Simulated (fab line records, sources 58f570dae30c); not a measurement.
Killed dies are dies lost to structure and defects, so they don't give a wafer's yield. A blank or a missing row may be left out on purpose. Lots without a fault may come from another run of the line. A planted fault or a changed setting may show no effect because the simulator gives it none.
Chamber matching | flow berkeley_cmos170 | UCB170_START_CLEAN_01 on wet_bench-01: 3 sister chambers
The step cleans in dHF, time 60 s. 3 wafers are shown with their chamber, then 4 later ones without.

WAFERS WITH THEIR CHAMBER
wafer  | chamber | run_length_s (s)
L904.5 | 0       | 85.2
L908.5 | 1       | 86.4
L916.4 | 3       | 88.1

WAFERS WITHOUT THEIR CHAMBER
wafer  | run_length_s (s)
L916.5 | 88.1
L919.1 | 87.0
L919.2 | 87.0
L919.4 | 87.0

WHICH CHAMBER EACH WENT THROUGH
wafer  | from the rows above     | in truth
L916.5 | 3                       | 3
L919.1 | can't be placed: 1 or 3 | 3
L919.2 | can't be placed: 1 or 3 | 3
L919.4 | can't be placed: 1 or 3 | 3
Placed correctly: 1 of 4. Can't be placed from these rows: 3 (the true chamber is among the candidates in 3). Placed wrongly: 0.
How it was worked out, from the rows above alone: a wafer's distance from a chamber is the root of the sum, over the readings, of the square of ((its reading less the chamber's mean) divided by the reading's scatter). The wafer belongs to the nearest chamber; if the next one is less than 2 further off, it can't be placed. A chamber's mean is the mean of its shown wafers. The scatter: with one shown wafer a chamber, the root of the mean of the squares of how far each hidden wafer lies from its nearest shown one.
